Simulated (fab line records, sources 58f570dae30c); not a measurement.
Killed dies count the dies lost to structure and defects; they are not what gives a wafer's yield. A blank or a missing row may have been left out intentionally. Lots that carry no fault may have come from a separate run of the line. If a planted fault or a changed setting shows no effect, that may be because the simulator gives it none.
One fault through the eyes of 2 desks + flow berkeley-cmos170 + each desk holds nothing but its own numbers, with what lay behind them at the end

## FROM THE METROLOGY DESK
What the gauges read for every lot (on any tool): the sampled wafers with a number, averaged. A lot is out of limits, marked OUT, if its mean lies more than 4 standard deviations from the usual mean; the brackets give that distance.
Columns: A = V1_BOW at UCB170_V1_BOW_MEAS_03, usual 18 um; B = M2_OVL at UCB170_M2_OVL_MEAS_16, usual 6 nm
| lot  | first seen here | A  | B  |
|------|-----------------|----|----|
| L163 | day 8 04:37     | 19 | 1  |
| L164 | day 8 14:11     | 15 | -2 |
| L168 | day 9 04:34     | 17 | 6  |
| L173 | day 10 07:45    | 16 | -0 |
| L172 | day 10 09:04    | 21 | 11 |
| L175 | day 10 09:04    | 22 | 3  |
| L174 | day 10 09:24    | 15 | 13 |
| L178 | day 11 09:36    | 11 | 1  |
| L176 | day 11 10:55    | 17 | -0 |
| L177 | day 11 12:15    | 23 | 5  |
| L181 | day 11 23:55    | 17 | 2  |
| L185 | day 12 22:41    | 23 | 8  |
| L186 | day 13 00:01    | 25 | -1 |
| L183 | day 13 01:23    | 23 | 1  |
| L184 | day 13 01:38    | 20 | 8  |
Finding of this desk: none of the 15 lots has anything out of limits.

## THE TOOL OWNER'S DESK: wet-bench-03
The tool's own readings at UCB170_NVT_CLEAN_10 (cleans in SPM, time 600 s): means of the sampled wafers that have a number, for each lot that ran on this tool. A lot is out of limits, marked OUT, if its mean lies more than 4 standard deviations from the usual mean; the brackets give that distance.
Columns: A = bath-guard-temp-C at UCB170_NVT_CLEAN_10, usual 120.3 C; B = bath-heat-duty-pct at UCB170_NVT_CLEAN_10, usual 13.3 %
| lot  | first seen here | A     | B    |
|------|-----------------|-------|------|
| L164 | day 6 12:52     | 119.8 | 12.6 |
| L168 | day 7 09:38     | 120.8 | 13.8 |
| L175 | day 8 13:50     | 119.8 | 12.2 |
| L176 | day 9 11:31     | 120.8 | 14.6 |
| L177 | day 9 11:52     | 121.0 | 14.0 |
| L183 | day 11 05:02    | 119.7 | 12.9 |
| L184 | day 11 05:02    | 121.0 | 14.5 |
| L185 | day 11 05:02    | 121.0 | 14.1 |
| L186 | day 11 05:02    | 120.0 | 12.1 |
Finding of this desk: none of the 9 lots has anything out of limits.

## ALL TOGETHER
The metrology desk saw nothing out of limits.
The desk of the tool owner found nothing out of limits.

## WHAT THE SIMULATOR HAD PUT IN
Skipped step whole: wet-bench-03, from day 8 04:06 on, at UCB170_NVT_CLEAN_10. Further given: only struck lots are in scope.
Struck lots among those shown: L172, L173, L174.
